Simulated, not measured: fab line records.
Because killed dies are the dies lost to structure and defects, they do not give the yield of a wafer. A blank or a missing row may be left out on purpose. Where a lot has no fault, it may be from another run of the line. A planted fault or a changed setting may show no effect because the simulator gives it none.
What tool caused it? | flow rit-cmos | 14 lots with 42 wafers sampled at 4 steps, on a route of 202 steps

## WHAT THE GAUGES READ, wafer by wafer
RIT_SDANNEAL_RS_MEAS_05: uses a four-point probe to measure. Usual: for NSD_RS the level is 84.47 ohm/sq and the standard deviation is 0.25.
lot  | measured    | on            | NSD_RS (ohm/sq)   | flag
L268 | day 3 01:50 | film-metro-02 | 84.69 85.14 84.98 |
L269 | day 3 06:09 | film-metro-01 | 84.77 85.01 84.65 |
L271 | day 3 17:24 | film-metro-01 | 84.56 84.23 84.55 |
L272 | day 4 02:07 | film-metro-04 | 84.94 84.56 84.93 |
L275 | day 4 15:56 | film-metro-01 | 83.97 84.12 83.80 |
L276 | day 4 19:07 | film-metro-04 | 84.17 84.21 84.49 |
L277 | day 4 23:16 | film-metro-01 | 84.32 84.61 84.28 |
L278 | day 5 03:13 | film-metro-04 | 84.43 84.58 84.50 |
L279 | day 5 09:50 | film-metro-01 | 84.43 84.42 84.62 |
L280 | day 5 12:26 | film-metro-04 | 84.48 84.45 84.42 |
L281 | day 5 20:48 | film-metro-04 | 84.73 84.86 84.58 |
L288 | day 7 07:42 | film-metro-02 | 84.38 84.34 84.50 |
L289 | day 7 16:58 | film-metro-04 | 84.24 84.72 84.38 |
L290 | day 7 18:36 | film-metro-01 | 84.32 84.18 84.05 |

RIT_M1_CD_MEAS_09: the cd target is 2600 nm. Usual: cd-nm 2600.2 nm, standard deviation 2.4.
lot  | measured    | on        | cd-nm (nm)           | flag
L268 | day 3 06:31 | cd-sem-02 | 2598.7 2596.6 2597.8 |
L269 | day 3 10:44 | cd-sem-02 | 2603.7 2601.6 2600.7 |
L271 | day 3 22:00 | cd-sem-01 | 2600.5 2600.2 2602.2 |
L272 | day 4 06:46 | cd-sem-01 | 2597.9 2596.2 2597.2 |
L275 | day 4 20:31 | cd-sem-01 | 2603.3 2603.3 2602.7 |
L276 | day 4 23:52 | cd-sem-01 | 2600.0 2598.0 2600.7 |
L277 | day 5 04:09 | cd-sem-02 | 2600.9 2601.0 2600.8 |
L278 | day 5 07:43 | cd-sem-02 | 2600.8 2599.1 2600.6 |
L279 | day 5 14:26 | cd-sem-02 | 2598.6 2602.0 2601.9 |
L280 | day 5 17:07 | cd-sem-02 | 2605.4 2602.5 2606.2 |
L281 | day 6 01:31 | cd-sem-01 | 2601.0 2601.1 2600.1 |
L288 | day 7 12:14 | cd-sem-02 | 2603.3 2602.5 2602.4 |
L289 | day 7 21:36 | cd-sem-02 | 2599.4 2600.5 2599.9 |
L290 | day 7 23:36 | cd-sem-01 | 2595.0 2596.6 2594.9 |

## EACH LOT AND THE TOOL THAT RAN IT (in order: tool; ch and the chambers of the sampled wafers; start)
lot  | RIT_ACTIVE_STRIP_14                 | RIT_CONTACT_ETCH_11
L268 | plasma-asher-04 ch 0, day 1 14:50   | rie-diel-03 ch 0,1,3, day 3 04:19
L269 | plasma-asher-03 ch 0,1, day 1 20:47 | rie-diel-02 ch 0,1,3, day 3 08:30
L271 | plasma-asher-02 ch 0, day 2 06:37   | rie-diel-02 ch 0,2,3, day 3 19:47
L272 | plasma-asher-03 ch 0,1, day 2 10:54 | rie-diel-01 ch 2,3, day 4 04:20
L275 | plasma-asher-04 ch 0,1, day 3 01:58 | rie-diel-02 ch 0,3, day 4 18:19
L276 | plasma-asher-03 ch 0,1, day 3 06:58 | rie-diel-01 ch 0,1,3, day 4 21:32
L277 | plasma-asher-03 ch 0,1, day 3 13:05 | rie-diel-01 ch 0,2,3, day 5 01:40
L278 | plasma-asher-03 ch 0,1, day 3 17:02 | rie-diel-03 ch 1,3, day 5 05:28
L279 | plasma-asher-02 ch 0, day 3 22:34   | rie-diel-03 ch 0,1,3, day 5 12:06
L280 | plasma-asher-03 ch 0,1, day 4 02:58 | rie-diel-02 ch 0,1,2, day 5 14:55
L281 | plasma-asher-03 ch 0,1, day 4 08:07 | rie-diel-01 ch 1,2, day 5 23:11
L288 | plasma-asher-03 ch 0,1, day 5 18:54 | rie-diel-01 ch 2,3, day 7 09:56
L289 | plasma-asher-03 ch 0,1, day 5 23:50 | rie-diel-02 ch 1,2, day 7 19:16
L290 | plasma-asher-02 ch 0,1, day 6 04:54 | rie-diel-01 ch 1,3, day 7 21:04
- RIT_ACTIVE_STRIP_14: strips in O2, time 180 s.
- RIT_CONTACT_ETCH_11: etches SiO2 in CHF3/CF4/Ar, stops on TiSi2, target depth 480 nm, time 320 s.

## AS READ BY THE TOOLS THEMSELVES (means over the sampled wafers that have a number; for cases with no such wafer, the mark the record gives instead)
RIT_ACTIVE_STRIP_14. Usual: drypump-motor-current-A 5.5 A, standard deviation 0.34.
lot  | tool            | drypump-motor-current-A (A) | flag
L268 | plasma-asher-04 | 5.7                         |
L269 | plasma-asher-03 | 5.5                         |
L271 | plasma-asher-02 | 6.0                         |
L272 | plasma-asher-03 | 5.5                         |
L275 | plasma-asher-04 | 5.6                         |
L276 | plasma-asher-03 | 5.3                         |
L277 | plasma-asher-03 | 5.5                         |
L278 | plasma-asher-03 | 5.5                         |
L279 | plasma-asher-02 | 6.0                         |
L280 | plasma-asher-03 | 5.5                         |
L281 | plasma-asher-03 | 5.3                         |
L288 | plasma-asher-03 | 5.3                         |
L289 | plasma-asher-03 | 5.2                         |
L290 | plasma-asher-02 | 5.8                         |

RIT_CONTACT_ETCH_11. Usual: CHF3_flow_sccm 50.01 sccm, standard deviation 0.16; drypump-motor-current-A 5.8 A, standard deviation 0.56; mfc-ar-sccm 100.0 sccm, standard deviation 0.31; oes-product-au 0.991 a.u., standard deviation 0.014; throttle-valve-pct 8.80 %, standard deviation 0.1.
lot  | tool        | CHF3_flow_sccm (sccm) | drypump-motor-current-A (A) | mfc-ar-sccm (sccm) | oes-product-au (a.u.) | throttle-valve-pct (%) | flag
L268 | rie-diel-03 | 49.82                 | 5.8                         | 99.8               | 0.979                 | 8.81                   |
L269 | rie-diel-02 | 50.02                 | 5.7                         | 99.9               | 0.993                 | 8.79                   |
L271 | rie-diel-02 | 49.88                 | 5.7                         | 100.0              | 0.998                 | 8.89                   |
L272 | rie-diel-01 | 50.14                 | 5.3                         | 99.9               | 0.984                 | 8.71                   |
L275 | rie-diel-02 | 50.05                 | 5.9                         | 100.1              | 0.984                 | 8.87                   |
L276 | rie-diel-01 | 49.94                 | 5.8                         | 100.0              | 0.989                 | 8.73                   |
L277 | rie-diel-01 | 49.98                 | 5.9                         | 99.7               | 0.996                 | 8.73                   |
L278 | rie-diel-03 | 49.95                 | 5.7                         | 100.3              | 0.970                 | 8.85                   |
L279 | rie-diel-03 | 50.04                 | 5.8                         | 100.2              | 0.980                 | 8.82                   |
L280 | rie-diel-02 | 50.19                 | 5.5                         | 100.0              | 1.005                 | 8.80                   |
L281 | rie-diel-01 | 50.13                 | 6.3                         | 100.1              | 0.984                 | 8.83                   |
L288 | rie-diel-01 | 49.76                 | 5.3                         | 99.8               | 0.993                 | 8.70                   |
L289 | rie-diel-02 | 50.16                 | 5.5                         | 100.2              | 1.016                 | 8.84                   |
L290 | rie-diel-01 | 49.89                 | 5.8                         | 100.0              | 0.977                 | 8.77                   |

## THE ANSWER, worked out from the rows above alone
Rule: a lot counts as off when the mean over its wafers that have a number is more than 3 standard deviations away from the usual mean. Also off: a lot with no number at a reading for which 4 or more lots have one. Any other lot the step has rows for is counted as sound. The gauges are gone through in route order, then the tools' own readings, and for those a lot's mean is taken as printed above. The first step at which some lot is off is used, and at that step the reading that is off furthest; a lot without a number counts as furthest.
None of the lots is off at any reading shown; this tells nothing.

## WHAT HAD BEEN PUT IN BY THE SIMULATOR
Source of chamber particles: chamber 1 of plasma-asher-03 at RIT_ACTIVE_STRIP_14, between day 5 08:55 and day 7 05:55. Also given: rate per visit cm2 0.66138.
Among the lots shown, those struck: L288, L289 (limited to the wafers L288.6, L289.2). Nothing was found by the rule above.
